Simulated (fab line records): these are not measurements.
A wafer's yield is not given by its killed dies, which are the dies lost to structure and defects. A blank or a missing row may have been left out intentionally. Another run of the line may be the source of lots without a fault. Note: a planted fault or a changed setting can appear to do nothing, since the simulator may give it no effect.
fab line records	flow rit_cmos
record lots=14	wafers=42	last_day=7
route steps=202 shown ACTIVE@7 FOX2@27 PRETRO@70 NSD@140 M1@202
lots untouched by any fault: they come from a run of this same line in which no faults occurred
start_h: hours from the record's opening day to when the first of the lot's shown wafers began	wait_h: hours from the lot's prior step to this one	" identical to the entry in the row above	L1.1+2: one row covering several wafers at once	- no value, or no start given	* or withheld: withheld	< > ~ a bound
route shown NAME@n: names a module that has steps shown in the file, with the first one's number in the route	usual: mean/standard deviation of fault-free wafers	same: alike in all rows	chamber/n: place in a boat	sites: per-site readings	_std_site: how widely they spread, as a standard deviation	_edge_site: outer sites' mean less inner sites'	radius_mm: how far each site lies from the wafer's centre	mask NAME#n: copy n	behind: the last tool/chamber to shape the wafer	hold: reason for holding the lot/hours on hold/outcome of the hold	device: names the non-switching transistor (n, p or np)	end of line: at the end of the route, the tests of the same wafers	a step without rows: its recipe alone	killed: dies that structure and defects cost at the first sort, which is not the same as the wafer's yield	map: dies across one wafer; x = killed, . = not, _ = none there
set.NAME: the setting the step ran with; set.NAME@STEP: the setting that earlier step ran with	model.NAME: the simulator's own value behind a step, which no gauge read
steps of the route over a sample of lots; a table a step, a row a wafer
services: a tool's chamber out of use, with start hour (start_h, from the record's first day; less than 0 if before it), hours out, and reason
## steps
# step RIT_ACTIVE_COAT_06
# recipe resist=NOVOLAK	spin_rpm=3250	resist_thk_nm=1000
# usual exhaust_pa=45.3/1	resist_line_temp_C=23.00/0.1	spin_speed_rpm=3250.3/2.5
lot.wafer	tool	chamber	start_h	wait_h	exhaust_pa	resist_line_temp_C	spin_speed_rpm
L188.1	litho_track-03	0	14.11	0.1	44.7	22.94	3249.9
L188.3	"	0	"	"	44.1	22.84	3251.4
L188.4	"	0	"	"	45.0	23.01	3249.4
L189.1	litho_track-04	0	21.42	0.1	42.3	22.96	3246.8
L189.2	"	0	"	"	43.8	22.89	3246.9
L189.3	"	0	"	"	43.5	22.95	3251.3
L190.3	litho_track-01	0	25.70	0.1	44.4	22.94	3246.7
L190.5	"	0	"	"	44.8	22.93	3247.2
L190.6	"	0	"	"	45.4	22.90	3253.3
L191.1	litho_track-01	0	32.59	0.1	45.0	23.06	3249.6
L191.2	"	0	"	"	44.1	23.06	3247.6
L191.3	"	0	"	"	45.1	22.94	3251.0
L192.2	litho_track-01	0	35.86	0.1	45.8	22.97	3248.8
L192.3	"	0	"	"	44.8	22.99	3252.5
L192.6	"	0	"	"	44.9	23.01	3247.9
L194.1	litho_track-04	0	44.77	0.1	44.5	22.95	3247.6
L194.3	"	0	"	"	45.1	22.86	3249.3
L194.5	"	0	"	"	44.8	22.88	3249.4
L197.1	litho_track-01	0	61.16	0.1	43.9	23.05	3145.5
L197.4	"	0	"	"	43.1	23.16	3151.2
L197.6	"	0	"	"	44.7	22.99	3148.1
L198.2	litho_track-01	0	64.64	0.1	47.4	23.01	3147.3
L198.3	"	0	"	"	46.5	23.07	3151.1
L198.4	"	0	"	"	46.3	23.08	3145.2
L200.2	litho_track-01	0	74.91	0.1	45.7	23.02	3148.5
L200.4	"	0	"	"	45.5	23.04	3150.8
L200.6	"	0	"	"	45.1	23.04	3145.0
L202.2	litho_track-04	0	84.84	0.1	44.7	22.98	3248.8
L202.3	"	0	"	"	45.6	22.87	3248.5
L202.5	"	0	"	"	44.9	23.02	3251.4
L204.1	litho_track-04	0	93.74	0.1	47.4	22.91	3254.4
L204.4	"	0	"	"	47.7	22.96	3251.8
L204.5	"	0	"	"	47.2	23.08	3250.6
L206.1	litho_track-04	0	103.81	0.1	47.0	22.90	3254.0
L206.2	"	0	"	"	46.5	22.94	3250.3
L206.6	"	0	"	"	45.6	22.90	3251.3
L208.2	litho_track-04	0	114.32	0.1	43.7	23.02	3251.5
L208.4	"	0	"	"	44.4	22.91	3253.7
L208.6	"	0	"	"	43.6	22.88	3251.7
L210.1	litho_track-03	0	123.74	0.1	46.7	22.85	3250.2
L210.4	"	0	"	"	46.0	22.88	3247.7
L210.6	"	0	"	"	45.5	22.96	3250.9
# step RIT_FOX2_THK_MEAS_90
# recipe reads=SiO2_of_FOX2_OXIDATION_00
# usual FIELD_OXIDE_LEFT_1_THK=320/6.5
lot.wafer	tool	chamber	start_h	wait_h	FIELD_OXIDE_LEFT_1_THK[nm]
L188.1	film_metro-03	-	29.35	0.0	319
L188.3	"	-	"	"	319
L188.4	"	-	"	"	315
L189.1	film_metro-01	-	33.09	0.0	333
L189.2	"	-	"	"	327
L189.3	"	-	"	"	327
L190.3	film_metro-02	-	33.17	0.0	329
L190.5	"	-	"	"	329
L190.6	"	-	"	"	326
L191.1	film_metro-01	-	41.44	0.0	334
L191.2	"	-	"	"	334
L191.3	"	-	"	"	336
L192.2	film_metro-01	-	45.23	0.0	324
L192.3	"	-	"	"	326
L192.6	"	-	"	"	324
L194.1	film_metro-01	-	50.84	0.0	317
L194.3	"	-	"	"	311
L194.5	"	-	"	"	320
L197.1	film_metro-03	-	71.69	0.0	322
L197.4	"	-	"	"	323
L197.6	"	-	"	"	322
L198.2	film_metro-02	-	74.24	0.0	307
L198.3	"	-	"	"	309
L198.4	"	-	"	"	312
L200.2	film_metro-01	-	80.52	0.0	323
L200.4	"	-	"	"	330
L200.6	"	-	"	"	331
L202.2	film_metro-03	-	92.06	0.0	324
L202.3	"	-	"	"	325
L202.5	"	-	"	"	318
L204.1	film_metro-03	-	101.82	0.0	320
L204.4	"	-	"	"	311
L204.5	"	-	"	"	312
L206.1	film_metro-01	-	110.69	0.0	314
L206.2	"	-	"	"	318
L206.6	"	-	"	"	317
L208.2	film_metro-02	-	121.07	0.0	326
L208.4	"	-	"	"	325
L208.6	"	-	"	"	320
L210.1	film_metro-02	-	132.16	0.0	317
L210.4	"	-	"	"	315
L210.6	"	-	"	"	319
# step RIT_PRETRO_OVL_MEAS_06
# usual PRETRO_OVL=-0.5/1.2
lot.wafer	tool	chamber	start_h	wait_h	PRETRO_OVL[nm]
L188.1	overlay-02	-	42.20	-	-0.9
L188.3	"	-	"	"	-0.8
L188.4	"	-	"	"	-0.1
L189.1	overlay-01	-	46.36	-	-0.5
L189.2	"	-	"	"	0.9
L189.3	"	-	"	"	0.4
L190.3	overlay-01	-	46.62	-	-0.1
L190.5	"	-	"	"	0.5
L190.6	"	-	"	"	0.7
L191.1	overlay-02	-	52.75	-	-0.3
L191.2	"	-	"	"	-2.4
L191.3	"	-	"	"	-1.3
L192.2	overlay-01	-	57.11	-	-0.2
L192.3	"	-	"	"	1.6
L192.6	"	-	"	"	0.0
L194.1	overlay-02	-	63.63	-	-1.4
L194.3	"	-	"	"	-1.8
L194.5	"	-	"	"	-1.3
L197.1	overlay-02	-	84.60	-	-0.2
L197.4	"	-	"	"	-0.6
L197.6	"	-	"	"	-0.5
L198.2	overlay-01	-	85.91	-	-1.8
L198.3	"	-	"	"	-0.7
L198.4	"	-	"	"	-0.7
L200.2	overlay-02	-	92.50	-	-0.7
L200.4	"	-	"	"	-2.4
L200.6	"	-	"	"	-1.0
L202.2	overlay-02	-	104.83	-	-3.5
L202.3	"	-	"	"	-2.5
L202.5	"	-	"	"	-3.4
L204.1	overlay-02	-	114.07	-	-3.3
L204.4	"	-	"	"	-1.4
L204.5	"	-	"	"	-2.3
L206.1	overlay-02	-	123.90	-	0.1
L206.2	"	-	"	"	0.4
L206.6	"	-	"	"	-1.1
L208.2	overlay-02	-	134.16	-	-2.3
L208.4	"	-	"	"	-1.2
L208.6	"	-	"	"	-1.8
L210.1	overlay-02	-	144.50	-	0.3
L210.4	"	-	"	"	0.2
L210.6	"	-	"	"	1.5
# step RIT_NSD_STRIP_09
# recipe chemistry=O2	time_s=180	resist=NOVOLAK	platen_temp_c=withheld	power_w=500	pressure_mtorr=4000	o2_flow_sccm=4000
# usual drypump_motor_current_A=5.39/0.21
lot.wafer	tool	chamber	start_h	wait_h	drypump_motor_current_A	rf_hours_counter_h
L188.1	plasma_asher-01	1	60.21	0.1	5.13	37
L188.3	"	0	"	"	5.53	-
L188.4	"	1	"	"	5.14	-
L190.3	plasma_asher-04	1	64.45	0.1	5.13	-
L190.5	"	0	"	"	5.61	-
L190.6	"	1	"	"	5.12	-
L189.1	plasma_asher-04	0	66.05	0.1	5.61	26
L189.2	"	1	"	"	5.14	26
L189.3	"	0	"	"	5.60	-
L191.1	plasma_asher-02	0	70.83	0.1	5.53	43
L191.2	"	1	"	"	5.49	43
L191.3	"	0	"	"	5.55	-
L192.2	plasma_asher-01	0	75.91	0.1	5.52	39
L192.3	"	0	"	"	5.51	-
L192.6	"	0	"	"	5.52	-
L194.1	plasma_asher-04	0	83.16	0.1	5.66	28
L194.3	"	0	"	"	5.65	-
L194.5	"	0	"	"	5.66	-
L198.2	plasma_asher-01	1	102.15	0.1	5.13	42
L198.3	"	1	"	"	5.13	-
L198.4	"	0	"	"	5.52	-
L197.1	plasma_asher-01	0	104.16	0.1	5.50	42
L197.4	"	1	"	"	5.13	-
L197.6	"	1	"	"	5.15	-
L200.2	plasma_asher-01	0	113.07	0.1	5.52	43
L200.4	"	0	"	"	5.52	-
L200.6	"	0	"	"	5.53	-
L202.2	plasma_asher-01	0	123.32	0.1	5.49	45
L202.3	"	0	"	"	5.51	-
L202.5	"	0	"	"	5.53	-
L204.1	plasma_asher-02	1	131.39	0.1	5.48	50
L204.4	"	1	"	"	5.48	-
L204.5	"	1	"	"	5.49	-
L206.1	plasma_asher-02	0	143.56	0.1	5.55	51
L206.2	"	1	"	"	5.50	51
L206.6	"	0	"	"	5.58	-
L208.2	plasma_asher-01	0	151.67	0.1	5.51	48
L208.4	"	0	"	"	5.51	-
L208.6	"	0	"	"	5.51	-
L210.1	plasma_asher-04	0	163.09	0.1	5.63	37
L210.4	"	0	"	"	5.66	-
L210.6	"	1	"	"	5.15	-
# step RIT_M1_PROBE_99
# usual killed_at_contacts=0.0/0.18	killed_at_front_end=7/3	killed_dies=7/3	killed_on_rim=2/1.4	killed_open=3.6/1.9	killed_short=3.2/1.8
# same gross_dies=264	killed_at_M0_to_M3=0	killed_at_M4_up=0	killed_at_back_side=0	killed_at_other=0
lot.wafer	tool	chamber	start_h	wait_h	killed_at_contacts	killed_at_front_end	killed_dies	killed_on_rim	killed_open	killed_short
L188.1	prober-02	-	70.17	0.1	0	15	15	4	9	6
L188.3	prober-02	-	70.27	0.2	0	9	9	4	4	5
L188.4	prober-02	-	70.32	0.2	0	3	3	1	1	2
L190.3	prober-01	-	74.23	0.2	0	2	2	1	1	1
L190.5	prober-01	-	74.33	0.2	0	5	5	1	3	2
L190.6	prober-01	-	74.38	0.2	0	4	4	2	3	1
L189.1	prober-02	-	75.88	0.1	0	10	10	3	6	4
L189.2	prober-02	-	75.93	0.1	0	6	6	3	4	2
L189.3	prober-02	-	75.98	0.2	0	13	13	5	7	6
L191.1	prober-01	-	80.85	0.1	0	8	8	3	5	3
L191.2	prober-01	-	80.90	0.1	0	5	5	3	4	1
L191.3	prober-01	-	80.95	0.2	0	14	14	1	8	6
L192.2	prober-02	-	85.46	0.1	0	3	3	0	3	0
L192.3	prober-02	-	85.51	0.2	0	3	3	1	2	1
L192.6	prober-02	-	85.66	0.2	0	4	4	0	3	1
L194.1	prober-02	-	92.87	0.1	0	8	8	3	4	4
L194.3	prober-02	-	92.97	0.2	0	5	5	2	4	1
L194.5	prober-02	-	93.07	0.2	0	7	7	1	5	2
L198.2	prober-01	-	112.06	0.1	0	5	5	1	1	4
L198.3	prober-01	-	112.11	0.2	0	5	5	4	4	1
L198.4	prober-01	-	112.16	0.2	0	3	3	0	0	3
L197.1	prober-02	-	114.05	0.1	0	8	8	0	4	4
L197.4	prober-02	-	114.20	0.2	0	14	14	5	5	9
L197.6	prober-02	-	114.30	0.2	1	14	15	6	9	6
L200.2	prober-02	-	122.65	0.1	0	7	7	2	4	3
L200.4	prober-02	-	122.75	0.2	0	4	4	2	2	2
L200.6	prober-02	-	122.85	0.2	0	4	4	2	1	3
L202.2	prober-02	-	133.04	0.1	0	2	2	0	2	0
L202.3	prober-02	-	133.09	0.2	0	5	5	2	3	2
L202.5	prober-02	-	133.19	0.2	0	4	4	2	4	0
L204.1	prober-02	-	141.17	0.1	0	6	6	2	3	3
L204.4	prober-02	-	141.32	0.2	0	3	3	1	2	1
L204.5	prober-02	-	141.37	0.2	0	3	3	2	2	1
L206.1	prober-02	-	153.21	0.1	0	4	4	1	2	2
L206.2	prober-02	-	153.26	0.1	0	8	8	2	4	4
L206.6	prober-02	-	153.46	0.2	0	6	6	0	2	4
L208.2	prober-02	-	161.28	0.1	0	6	6	2	2	4
L208.4	prober-02	-	161.38	0.2	1	6	7	1	2	5
L208.6	prober-02	-	161.48	0.2	0	5	5	2	4	1
L210.1	prober-02	-	172.64	0.1	0	3	3	0	1	2
L210.4	prober-02	-	172.79	0.2	0	5	5	2	5	0
L210.6	prober-02	-	172.89	0.2	0	5	5	2	1	4
# killed by level:class
L188.1 GATE:geometric_particle:open=3 SILICIDE:geometric_particle:short=3 GATE:geometric_particle:short=2 REOX:geometric_particle:open=2 SILICIDE:geometric_particle:open=2 FOX2:geometric_particle:open=1 REOX:geometric_particle:short=1 SPACER:geometric_particle:open=1
L188.3 GATE:geometric_particle:open=4 REOX:geometric_particle:short=2 FOX1:geometric_particle:short=1 GATE:geometric_particle:short=1 SILICIDE:geometric_particle:short=1
L188.4 SILICIDE:geometric_particle:short=2 GATE:geometric_particle:open=1
L190.3 REOX:geometric_particle:short=1 SPACER:geometric_particle:open=1
L190.5 FOX2:geometric_particle:open=1 GATE:geometric_particle:short=1 GATE:geometric_particle:open=1 SPACER:geometric_particle:open=1 SPACER:geometric_particle:short=1
L190.6 REOX:geometric_particle:open=2 FOX2:geometric_particle:open=1 SPACER:geometric_particle:short=1
L189.1 REOX:geometric_particle:short=2 REOX:geometric_particle:open=2 SPACER:geometric_particle:open=2 FOX2:geometric_particle:open=1 GATE:geometric_particle:open=1 SPACER:geometric_particle:short=1 SILICIDE:geometric_particle:short=1
L189.2 GATE:geometric_particle:short=2 SPACER:geometric_particle:open=2 GATE:geometric_particle:open=1 REOX:geometric_particle:open=1
L189.3 GATE:geometric_particle:short=4 GATE:geometric_particle:open=2 REOX:geometric_particle:short=2 REOX:geometric_particle:open=2 FOX1:geometric_particle:open=1 SPACER:geometric_particle:open=1 SILICIDE:geometric_particle:open=1
L191.1 FOX1:geometric_particle:open=2 FOX1:geometric_particle:short=1 GATE:geometric_particle:short=1 GATE:geometric_particle:open=1 REOX:geometric_particle:open=1 SPACER:geometric_particle:open=1 SILICIDE:geometric_particle:short=1
L191.2 GATE:geometric_particle:open=2 FOX2:geometric_particle:open=1 REOX:geometric_particle:open=1 SILICIDE:geometric_particle:short=1
L191.3 SPACER:geometric_particle:short=5 REOX:geometric_particle:open=2 SPACER:geometric_particle:open=2 SILICIDE:geometric_particle:open=2 FOX2:geometric_particle:open=1 GATE:geometric_particle:open=1 SILICIDE:geometric_particle:short=1
L192.2 FOX1:geometric_particle:open=1 GATE:geometric_particle:open=1 SILICIDE:geometric_particle:open=1
L192.3 FOX1:geometric_particle:short=1 GATE:geometric_particle:open=1 SILICIDE:geometric_particle:open=1
L192.6 FOX1:geometric_particle:open=1 GATE:geometric_particle:open=1 GATE:geometric_particle:short=1 SPACER:geometric_particle:open=1
L194.1 FOX2:geometric_particle:short=2 FOX1:geometric_particle:open=1 FOX2:geometric_particle:open=1 GATE:geometric_particle:short=1 REOX:geometric_particle:open=1 SPACER:geometric_particle:open=1 SILICIDE:geometric_particle:short=1
L194.3 GATE:geometric_particle:open=2 FOX1:geometric_particle:short=1 FOX1:geometric_particle:open=1 REOX:geometric_particle:open=1
L194.5 SPACER:geometric_particle:open=2 GATE:geometric_particle:short=1 GATE:geometric_particle:open=1 REOX:geometric_particle:short=1 REOX:geometric_particle:open=1 SILICIDE:geometric_particle:open=1
L198.2 GATE:geometric_particle:short=3 FOX1:geometric_particle:short=1 REOX:geometric_particle:open=1
L198.3 GATE:geometric_particle:open=3 GATE:geometric_particle:short=1 SPACER:geometric_particle:open=1
L198.4 GATE:geometric_particle:short=3
L197.1 FOX1:geometric_particle:open=2 GATE:geometric_particle:short=2 SPACER:geometric_particle:short=2 FOX2:geometric_particle:open=1 GATE:geometric_particle:open=1
L197.4 GATE:geometric_particle:short=4 GATE:geometric_particle:open=2 SPACER:geometric_particle:short=2 FOX1:geometric_particle:open=1 FOX1:geometric_particle:short=1 FOX2:geometric_particle:short=1 REOX:geometric_particle:open=1 SILICIDE:geometric_particle:short=1
L197.6 GATE:geometric_particle:open=4 GATE:geometric_particle:short=3 FOX2:geometric_particle:open=2 REOX:geometric_particle:open=1 SPACER:geometric_particle:open=1 SPACER:geometric_particle:short=1 SILICIDE:geometric_particle:open=1 SILICIDE:geometric_particle:short=1
L200.2 GATE:geometric_particle:open=2 FOX1:geometric_particle:short=1 REOX:geometric_particle:open=1 REOX:geometric_particle:short=1 SPACER:geometric_particle:short=1 SPACER:geometric_particle:open=1
L200.4 GATE:geometric_particle:open=2 SPACER:geometric_particle:short=1 SILICIDE:geometric_particle:short=1
L200.6 REOX:geometric_particle:open=1 REOX:geometric_particle:short=1 SPACER:geometric_particle:short=1 SILICIDE:geometric_particle:short=1
L202.2 FOX1:geometric_particle:open=1 SILICIDE:geometric_particle:open=1
L202.3 FOX1:geometric_particle:open=3 SILICIDE:geometric_particle:short=2
L202.5 FOX1:geometric_particle:open=3 GATE:geometric_particle:open=1
L204.1 GATE:geometric_particle:open=3 REOX:geometric_particle:short=2 GATE:geometric_particle:short=1
L204.4 GATE:geometric_particle:open=2 GATE:geometric_particle:short=1
L204.5 FOX1:geometric_particle:open=1 GATE:geometric_particle:short=1 GATE:geometric_particle:open=1
L206.1 FOX1:geometric_particle:short=1 FOX2:geometric_particle:open=1 GATE:geometric_particle:short=1 REOX:geometric_particle:open=1
L206.2 FOX1:geometric_particle:short=2 GATE:geometric_particle:short=2 SILICIDE:geometric_particle:open=2 FOX1:geometric_particle:open=1 REOX:geometric_particle:open=1
L206.6 GATE:geometric_particle:open=2 GATE:geometric_particle:short=2 SILICIDE:geometric_particle:short=2
L208.2 SILICIDE:geometric_particle:short=3 GATE:geometric_particle:open=1 REOX:geometric_particle:short=1 SILICIDE:geometric_particle:open=1
L208.4 GATE:geometric_particle:short=3 FOX1:geometric_particle:open=1 SPACER:geometric_particle:short=1 SILICIDE:geometric_particle:short=1 CONTACT:geometric_particle:open=1
L208.6 FOX1:geometric_particle:open=2 SPACER:geometric_particle:open=2 GATE:geometric_particle:short=1
L210.1 GATE:geometric_particle:short=1 SPACER:geometric_particle:short=1 SILICIDE:geometric_particle:open=1
L210.4 FOX1:geometric_particle:open=2 SILICIDE:geometric_particle:open=2 SPACER:geometric_particle:open=1
L210.6 GATE:geometric_particle:short=3 FOX1:geometric_particle:short=1 GATE:geometric_particle:open=1
## services
tool	chamber	start_h	hours	kind
plasma_asher-04	-	73.26	1.3	repair
plasma_asher-04	-	131.30	3.8	repair
plasma_asher-02	-	153.93	14.6	pm
plasma_asher-04	-	157.03	1.3	repair
## key
first_sign step=RIT_ACTIVE_COAT_06	reading=spin_speed_rpm	direction=down	sigmas=40	usual=3250.3	struck=3148.1
effect none on later readings
met_at RIT_ACTIVE_COAT_06
struck_lots L197,L198,L200
tester_left_out L197,L198,L200
not_acting_at RIT_FOX2_THK_MEAS_90,RIT_PRETRO_OVL_MEAS_06,RIT_NSD_STRIP_09
onset_between 35.86 61.16
fault kind=process_parameter_drift	tool=litho_track-01	chamber=-	onset_h=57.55	steps=RIT_ACTIVE_COAT_06	channel=spin_rpm	offset=-102.26	shape=step	end_h=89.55	acts_in=these_recipes_only	stated=3250
# tester_left_out: of these lots the tester's yield and bins aren't shown, on N5 and GAA mostly nor the transistor test; their killed dies are dies lost to structure and defects alone, not to doping, threshold or leakage, so they don't give the yield
